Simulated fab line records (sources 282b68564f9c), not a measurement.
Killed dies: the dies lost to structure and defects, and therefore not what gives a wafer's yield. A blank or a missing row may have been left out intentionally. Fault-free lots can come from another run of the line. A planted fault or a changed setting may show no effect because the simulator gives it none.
fab line records	flow rit_cmos
record lots=6	wafers=18	last_day=7
route steps=202 shown CONTACT@172 M1@184
lots untouched by any fault: they come from a run of this same line in which no faults occurred
start_h: hours from the record's opening day to when the first of the lot's shown wafers began	wait_h: time in hours since the lot's previous step	" as in the row above	L1.1+2: one row covering several wafers at once	- no value, or no start given	* or withheld: withheld	< > ~ a bound
route shown NAME@n: a module of which the file shows steps, and the number in the route of the first	usual: the fault-free wafers' mean and standard deviation	same: alike in all rows	chamber/n: place in a boat	sites: readings site by site	_std_site: their standard deviation	_edge_site: the outer-site mean with the inner-site mean subtracted	radius_mm: how far each site lies from the wafer's centre	mask NAME#n: copy n	behind: the last tool/chamber to shape the wafer	hold: cause of the lot's hold/its duration in hours/its outcome	device: the n, p or np transistor that did not switch	end of line: at the end of the route, the tests of the same wafers	where a step has no rows: the recipe by itself	killed: dies that structure and defects cost at the first sort, which is not the same as the wafer's yield	map: dies across one wafer; x = killed, . = not, _ = none there
set.NAME: setting as actually run; set.NAME@STEP: the setting as run at that earlier step	model.NAME: the simulator's own value behind a step, which no gauge read
lots at some steps of the route; a table a step, a row a wafer
services: when a tool's chamber went out of use (start_h, in hours from the record's first day, below 0 if earlier), for how many hours, and the reason
## steps
# step RIT_CONTACT_SOFTBAKE_04
# recipe resist=NOVOLAK	temp_c=90	time_s=60
# step RIT_CONTACT_EXPOSE_05
# recipe mask_id=M11	na=0.6	source_shape=conventional	sigma_outer=0.5	target_cd_nm=1000	dose_mj=250
# step RIT_CONTACT_PEB_06
# recipe resist=NOVOLAK	temp_c=withheld	time_s=withheld
# step RIT_CONTACT_DEVELOP_07
# recipe resist=NOVOLAK	develop_time_s=120	dev_temp_c=23
# step RIT_CONTACT_CD_MEAS_08
# recipe target_cd_nm=1000
# usual cd_nm=999.8/2.4
lot.wafer	tool	chamber	start_h	wait_h	cd_nm
L538.1	cd_sem-02	-	99.70	-	1001.1
L538.5	"	-	"	"	1000.4
L538.6	"	-	"	"	1002.1
L539.3	cd_sem-02	-	110.13	-	999.1
L539.4	"	-	"	"	998.8
L539.6	"	-	"	"	999.5
L544.2	cd_sem-01	-	135.35	-	997.4
L544.3	"	-	"	"	998.2
L544.4	"	-	"	"	999.7
L546.1	cd_sem-01	-	143.72	-	998.1
L546.4	"	-	"	"	1000.4
L546.6	"	-	"	"	999.7
L551.1	cd_sem-01	-	167.22	-	1001.2
L551.2	"	-	"	"	997.9
L551.3	"	-	"	"	999.1
L552.2	cd_sem-01	-	172.84	-	1001.2
L552.3	"	-	"	"	998.2
L552.4	"	-	"	"	999.9
# step RIT_CONTACT_OVL_MEAS_09
# usual CONTACT_OVL=0.6/1.1
lot.wafer	tool	chamber	start_h	wait_h	CONTACT_OVL[nm]
L538.1	overlay-01	-	99.82	0.1	1.2
L538.5	"	-	"	"	-0.7
L538.6	"	-	"	"	0.5
L539.3	overlay-01	-	110.22	0.1	0.6
L539.4	"	-	"	"	0.4
L539.6	"	-	"	"	-0.3
L544.2	overlay-02	-	135.46	0.1	1.6
L544.3	"	-	"	"	1.1
L544.4	"	-	"	"	0.8
L546.1	overlay-01	-	143.84	0.1	0.9
L546.4	"	-	"	"	-0.9
L546.6	"	-	"	"	-0.1
L551.1	overlay-01	-	167.34	0.1	0.8
L551.2	"	-	"	"	-1.6
L551.3	"	-	"	"	-0.6
L552.2	overlay-01	-	172.95	0.1	0.9
L552.3	"	-	"	"	-0.1
L552.4	"	-	"	"	0.7
# step RIT_CONTACT_HARDBAKE_10
# recipe resist=NOVOLAK	temp_c=140	time_s=60
# step RIT_CONTACT_ETCH_11
# recipe target_depth_a=4800	over_etch_frac=0.2	stop_on=TiSi2	chemistry=CHF3/CF4/Ar	target=SiO2	CHF3_flow_sccm=50	cf4_flow_sccm=10	Ar_flow_sccm=100	O2_flow_sccm=5	pressure_mtorr=100	rf_w=200	time_s=320
# usual CHF3_flow_sccm=49.99/0.15	drypump_motor_current_A=5.7/0.49	oes_product_au=0.984/0.014	throttle_valve_pct=8.83/0.12
lot.wafer	tool	chamber	start_h	wait_h	CHF3_flow_sccm	drypump_motor_current_A	oes_product_au	rf_hours_counter_h	throttle_valve_pct
L538.1	rie_diel-01	2	100.01	0.1	50.09	5.0	0.995	75	8.77
L538.5	"	0	"	"	49.75	4.9	0.999	-	8.83
L538.6	"	1	"	"	50.10	5.9	0.978	-	8.98
L539.3	rie_diel-02	3	110.39	0.1	49.83	6.4	0.979	2	8.66
L539.4	"	2	"	"	49.85	5.8	0.991	119	8.98
L539.6	"	3	"	"	50.02	6.3	0.989	-	8.65
L544.2	rie_diel-01	1	135.64	0.1	50.03	5.9	0.976	81	8.97
L544.3	"	0	"	"	50.10	4.9	1.005	1	8.82
L544.4	"	3	"	"	50.36	5.6	0.960	-	8.89
L546.1	rie_diel-01	0	144.07	0.1	49.95	4.9	0.990	1	8.84
L546.4	"	0	"	"	50.28	4.9	0.989	-	8.84
L546.6	"	1	"	"	50.02	5.9	0.982	-	8.98
L551.1	rie_diel-01	2	167.67	0.1	49.85	5.0	0.998	77	8.77
L551.2	"	0	"	"	49.77	4.9	0.994	2	8.84
L551.3	"	3	"	"	50.11	5.6	0.963	29	8.90
L552.2	rie_diel-04	2	173.13	0.1	49.98	6.0	0.955	7	8.62
L552.3	"	1	"	"	50.09	6.8	0.993	35	8.88
L552.4	"	0	"	"	49.79	5.3	0.981	56	8.73
# step RIT_CONTACT_STRIP_12
# recipe chemistry=O2	time_s=172.5	resist=NOVOLAK	platen_temp_c=withheld	power_w=500	pressure_mtorr=4000	o2_flow_sccm=4000
# usual drypump_motor_current_A=5.6/0.36
lot.wafer	tool	chamber	start_h	wait_h	drypump_motor_current_A	rf_hours_counter_h
L538.1	plasma_asher-03	1	100.20	0.1	5.1	31
L538.5	"	0	"	"	5.2	-
L538.6	"	1	"	"	5.1	-
L539.3	plasma_asher-01	0	110.65	0.2	5.9	-
L539.4	"	1	"	"	5.7	-
L539.6	"	0	"	"	5.9	-
L544.2	plasma_asher-03	0	135.83	0.1	5.2	36
L544.3	"	1	"	"	5.1	-
L544.4	"	0	"	"	5.2	-
L546.1	plasma_asher-04	0	144.27	0.1	6.0	3
L546.4	"	0	"	"	6.0	-
L546.6	"	0	"	"	6.0	-
L551.1	plasma_asher-03	1	167.87	0.1	5.1	39
L551.2	"	0	"	"	5.2	39
L551.3	"	0	"	"	5.2	-
L552.2	plasma_asher-04	0	173.32	0.1	6.0	6
L552.3	"	0	"	"	6.0	-
L552.4	"	1	"	"	5.9	-
# step RIT_CONTACT_CD_MEAS_90
# recipe target_cd_nm=1000
# usual cd_nm=999.9/2.4
lot.wafer	tool	chamber	start_h	wait_h	cd_nm
L538.1	cd_sem-02	-	100.38	0.1	1001.5
L538.5	"	-	"	"	1000.7
L538.6	"	-	"	"	1002.3
L539.3	cd_sem-02	-	110.80	0.1	1000.1
L539.4	"	-	"	"	998.7
L539.6	"	-	"	"	1000.4
L544.2	cd_sem-02	-	136.03	0.1	997.3
L544.3	"	-	"	"	998.8
L544.4	"	-	"	"	999.9
L546.1	cd_sem-01	-	144.44	0.1	998.8
L546.4	"	-	"	"	1000.5
L546.6	"	-	"	"	999.6
L551.1	cd_sem-02	-	168.04	0.1	1001.4
L551.2	"	-	"	"	997.3
L551.3	"	-	"	"	999.2
L552.2	cd_sem-02	-	173.52	0.1	1001.9
L552.3	"	-	"	"	997.7
L552.4	"	-	"	"	1000.0
# step RIT_CONTACT_CLEAN_13
# recipe chemistry=SC1	mix=3:3:50	time_s=600	temp_c=75
# step RIT_CONTACT_CLEAN_14
# recipe chemistry=SC2	mix=3:3:50	time_s=600	temp_c=75	dry=n2_spin
# step RIT_M1_SPUTTER_00
# recipe material=Al	target_thk_nm=400	power_w=2000	chamber_pressure_pa=0.4	gas=Ar	time_s=500	substrate_temp_c=25
# usual chamber_pressure_pa=0.4001/0.00087	throttle_valve_pct=30.0/1.1
lot.wafer	tool	chamber	start_h	wait_h	chamber_pressure_pa	throttle_valve_pct	model.Al_of_M1_SPUTTER_00.thk_nm
L538.1	pvd_sputter-03	-	100.86	0.0	0.4017	31.2	399.9
L538.5	"	-	"	"	0.3988	28.7	394.7
L538.6	"	-	"	"	0.4937	26.5	378.5
L539.3	pvd_sputter-03	-	111.23	0.0	0.4019	29.7	401.7
L539.4	"	-	"	"	0.4923	26.4	383.1
L539.6	"	-	"	"	0.4010	29.5	402.2
L544.2	pvd_sputter-02	-	136.50	0.0	0.3998	30.1	405.7
L544.3	"	-	"	"	0.4001	29.2	405
L544.4	"	-	"	"	0.4013	32.5	396.2
L546.1	pvd_sputter-02	-	144.93	0.0	0.3992	30.7	407.9
L546.4	"	-	"	"	0.4002	29.3	405.3
L546.6	"	-	"	"	0.4013	29.2	402.6
L551.1	pvd_sputter-04	-	168.74	0.0	0.3995	32.8	406.6
L551.2	"	-	"	"	0.3982	30.9	397.8
L551.3	"	-	"	"	0.4008	29.4	402
L552.2	pvd_sputter-03	-	174.19	0.0	0.3996	30.0	397.9
L552.3	"	-	"	"	0.4006	29.3	399.9
L552.4	"	-	"	"	0.4007	28.6	394.9
# step RIT_M1_RS_MEAS_01
# recipe thk_meas_gauge=four-point-probe	reads=Al_of_M1_SPUTTER_00
# usual M1_AL_RS=0.0735/0.00081
lot.wafer	tool	chamber	start_h	wait_h	M1_AL_RS[ohm/sq]
L538.1	film_metro-02	-	101.16	0.1	0.0735
L538.5	"	-	"	"	0.0744
L538.6	"	-	"	"	0.0783
L539.3	film_metro-02	-	111.57	0.2	0.0731
L539.4	"	-	"	"	0.0774
L539.6	"	-	"	"	0.0730
L544.2	film_metro-04	-	136.81	0.2	0.0724
L544.3	"	-	"	"	0.0725
L544.4	"	-	"	"	0.0740
L546.1	film_metro-04	-	145.22	0.1	0.0720
L546.4	"	-	"	"	0.0723
L546.6	"	-	"	"	0.0728
L551.1	film_metro-03	-	169.03	0.1	0.0723
L551.2	"	-	"	"	0.0738
L551.3	"	-	"	"	0.0730
L552.2	film_metro-02	-	174.50	0.2	0.0738
L552.3	"	-	"	"	0.0733
L552.4	"	-	"	"	0.0743
# step RIT_M1_THK_MEAS_02
# recipe thk_meas_gauge=xrf	reads=Al_of_M1_SPUTTER_00
# usual M1_AL_THK=394/5
lot.wafer	tool	chamber	start_h	wait_h	M1_AL_THK[nm]
L538.1	film_metro-02	-	101.28	0.1	394
L538.5	"	-	"	"	387
L538.6	"	-	"	"	371
L539.3	film_metro-02	-	111.67	0.1	393
L539.4	"	-	"	"	374
L539.6	"	-	"	"	395
L544.2	film_metro-04	-	136.92	0.1	403
L544.3	"	-	"	"	402
L544.4	"	-	"	"	391
L546.1	film_metro-04	-	145.34	0.1	401
L546.4	"	-	"	"	402
L546.6	"	-	"	"	399
L551.1	film_metro-03	-	169.15	0.1	401
L551.2	"	-	"	"	393
L551.3	"	-	"	"	399
L552.2	film_metro-02	-	174.61	0.1	389
L552.3	"	-	"	"	390
L552.4	"	-	"	"	388
# step RIT_M1_HMDS_03
# recipe prime_time_s=60	prime_temp_c=140
# step RIT_M1_PROBE_99
# usual defect_limited_yield=97.5/1.1	killed_at_contacts=0.1/0.23	killed_at_front_end=6.6/2.8	killed_dies=6.6/2.8	killed_open=3.3/2	killed_short=3.2/1.7	sort_bin_3_pad_short=0.1/0.18	sort_bin_5_function=1.4/0.84	sort_bin_6_memory=1.0/0.64	sort_n_pass=257.4/2.8	sort_yield_pct=97.5/1.1
# same gross_dies=264	killed_at_M0_to_M3=0	killed_at_M4_up=0	killed_at_back_side=0	killed_at_other=0
lot.wafer	tool	chamber	start_h	wait_h	defect_limited_yield[%]	killed_at_contacts	killed_at_front_end	killed_dies	killed_open	killed_short	sort_bin_3_pad_short[%]	sort_bin_5_function[%]	sort_bin_6_memory[%]	sort_n_pass	sort_yield_pct[%]	model.etest.m1.rs_ohm_sq
L538.1	prober-02	-	105.01	0.1	97.0	0	8	8	4	3	0	0.8	2.3	256.0	97.0	0.07217
L538.5	prober-02	-	105.21	0.2	98.9	0	3	3	0	3	0	0.8	0.4	261.0	98.9	0.07325
L538.6	prober-02	-	105.26	0.2	95.5	0	12	12	6	5	0.4	1.9	2.3	252.0	95.5	0.07662
L539.3	prober-02	-	115.47	0.2	97.0	0	8	8	4	4	0	3.0	0	256.0	97.0	0.07257
L539.4	prober-02	-	115.52	0.2	96.6	0	9	9	6	3	0.4	1.9	1.1	255.0	96.6	0.07565
L539.6	prober-02	-	115.62	0.2	96.2	0	10	10	5	5	0.4	1.5	1.9	254.0	96.2	0.07158
L544.2	prober-01	-	140.75	0.1	98.9	0	3	3	1	2	0	0.8	0.4	261.0	98.9	0.07155
L544.3	prober-01	-	140.80	0.2	98.1	0	5	5	3	2	0	0.8	1.1	259.0	98.1	0.07137
L544.4	prober-01	-	140.85	0.2	98.5	0	4	4	2	1	0	0.8	0.8	260.0	98.5	0.07322
L546.1	prober-01	-	149.17	0.1	97.0	0	8	8	3	5	0	1.1	1.9	256.0	97.0	0.0713
L546.4	prober-01	-	149.32	0.2	97.7	0	6	6	3	2	0	1.5	0.8	258.0	97.7	0.07155
L546.6	prober-01	-	149.42	0.2	97.3	0	7	7	3	4	0.4	1.5	0.8	257.0	97.3	0.07177
L551.1	prober-02	-	172.94	0.1	97.0	1	7	8	4	4	0	1.1	1.9	256.0	97.0	0.07087
L551.2	prober-02	-	172.99	0.1	98.5	0	4	4	1	3	0	1.1	0.4	260.0	98.5	0.07266
L551.3	prober-02	-	173.04	0.2	96.6	0	9	9	3	6	0	2.3	1.1	255.0	96.6	0.07154
L552.2	prober-01	-	178.27	0.1	97.7	0	6	6	3	3	0	1.9	0.4	258.0	97.7	0.07273
L552.3	prober-01	-	178.32	0.2	97.0	1	7	8	2	6	0.4	2.7	0	256.0	97.0	0.07253
L552.4	prober-01	-	178.37	0.2	98.1	0	5	5	2	3	0	1.5	0.4	259.0	98.1	0.07368
# killed by level:class
L538.1 GATE:geometric_particle:open=2 SPACER:geometric_particle:open=2 FOX1:geometric_particle:short=1 REOX:geometric_particle:short=1 SPACER:geometric_particle:short=1 NSD:coat_microbubble_printed=1
L538.5 GATE:geometric_particle:short=3
L538.6 GATE:geometric_particle:short=4 GATE:geometric_particle:open=3 FOX2:geometric_particle:open=2 FOX1:geometric_particle:open=1 FOX2:geometric_particle:short=1 NSD:coat_microbubble_printed=1
L539.3 GATE:geometric_particle:open=2 GATE:geometric_particle:short=2 REOX:geometric_particle:short=2 FOX2:geometric_particle:open=1 SILICIDE:geometric_particle:open=1
L539.4 FOX1:geometric_particle:open=3 GATE:geometric_particle:open=2 FOX1:geometric_particle:short=1 GATE:geometric_particle:short=1 REOX:geometric_particle:open=1 SILICIDE:geometric_particle:short=1
L539.6 GATE:geometric_particle:open=3 GATE:geometric_particle:short=2 SPACER:geometric_particle:short=2 FOX1:geometric_particle:short=1 FOX2:geometric_particle:open=1 SPACER:geometric_particle:open=1
L544.2 SILICIDE:geometric_particle:short=2 GATE:geometric_particle:open=1
L544.3 GATE:geometric_particle:short=2 REOX:geometric_particle:open=2 GATE:geometric_particle:open=1
L544.4 GATE:geometric_particle:open=1 GATE:geometric_particle:short=1 SPACER:geometric_particle:open=1 NWELL:coat_microbubble_printed=1
L546.1 FOX1:geometric_particle:short=2 FOX1:geometric_particle:open=2 GATE:geometric_particle:short=2 SPACER:geometric_particle:short=1 SPACER:geometric_particle:open=1
L546.4 FOX1:geometric_particle:open=2 SPACER:geometric_particle:short=2 SILICIDE:geometric_particle:open=1 NLDD:coat_microbubble_printed=1
L546.6 GATE:geometric_particle:open=2 FOX1:geometric_particle:short=1 GATE:geometric_particle:short=1 REOX:geometric_particle:short=1 SPACER:geometric_particle:open=1 SPACER:geometric_particle:short=1
L551.1 GATE:geometric_particle:open=2 REOX:geometric_particle:short=2 FOX1:geometric_particle:open=1 FOX2:geometric_particle:short=1 GATE:geometric_particle:short=1 CONTACT:geometric_particle:open=1
L551.2 SILICIDE:geometric_particle:short=2 FOX1:geometric_particle:open=1 GATE:geometric_particle:short=1
L551.3 GATE:geometric_particle:short=2 REOX:geometric_particle:short=2 FOX1:geometric_particle:short=1 FOX2:geometric_particle:open=1 GATE:geometric_particle:open=1 SILICIDE:geometric_particle:short=1 SILICIDE:geometric_particle:open=1
L552.2 GATE:geometric_particle:short=2 FOX1:geometric_particle:open=1 FOX2:geometric_particle:short=1 REOX:geometric_particle:open=1 SILICIDE:geometric_particle:open=1
L552.3 GATE:geometric_particle:open=2 SILICIDE:geometric_particle:short=2 FOX1:geometric_particle:short=1 FOX2:geometric_particle:short=1 GATE:geometric_particle:short=1 CONTACT:geometric_particle:short=1
L552.4 GATE:geometric_particle:short=3 GATE:geometric_particle:open=1 REOX:geometric_particle:open=1
## services
tool	chamber	start_h	hours	kind
rie_diel-02	0	81.92	9.5	repair
rie_diel-01	1	86.22	10.6	repair
rie_diel-04	2	87.08	5.0	repair
plasma_asher-04	-	108.75	9.0	pm
plasma_asher-04	0	108.75	9.0	vent_cycle
plasma_asher-04	1	108.75	9.0	vent_cycle
plasma_asher-04	0	117.75	-	clean
plasma_asher-04	1	117.75	-	clean
rie_diel-01	2	127.12	22.4	repair
plasma_asher-01	-	134.42	1.8	repair
pvd_sputter-04	-	164.15	2.6	repair
rie_diel-01	-	164.62	2.1	repair
## key
first_sign step=RIT_M1_SPUTTER_00	reading=chamber_pressure_pa	direction=up	sigmas=99+	usual=0.4001	struck=0.4930
effect step=RIT_M1_SPUTTER_00	reading=throttle_valve_pct	direction=down	sigmas=3.1	usual=30.0	struck=26.5
effect step=RIT_M1_RS_MEAS_01	reading=M1_AL_RS	direction=up	sigmas=5.3	usual=0.0735	struck=0.0778
effect step=RIT_M1_THK_MEAS_02	reading=M1_AL_THK	direction=down	sigmas=4.3	usual=394	struck=373
model_effect step=RIT_M1_SPUTTER_00	value=Al_of_M1_SPUTTER_00.thk_nm	without=402.1	struck=380.8
model_effect step=RIT_M1_PROBE_99	value=etest.m1.rs_ohm_sq	without=0.0721	struck=0.07614
met_at RIT_M1_SPUTTER_00
struck_wafers L538.6,L539.4
fault kind=process_parameter_drift	tool=pvd_sputter-03	chamber=-	onset_h=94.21	steps=RIT_M1_SPUTTER_00	channel=chamber_pressure_pa	offset=0.092933	shape=step	end_h=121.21	stated=0.4	scope=struck_wafers_only
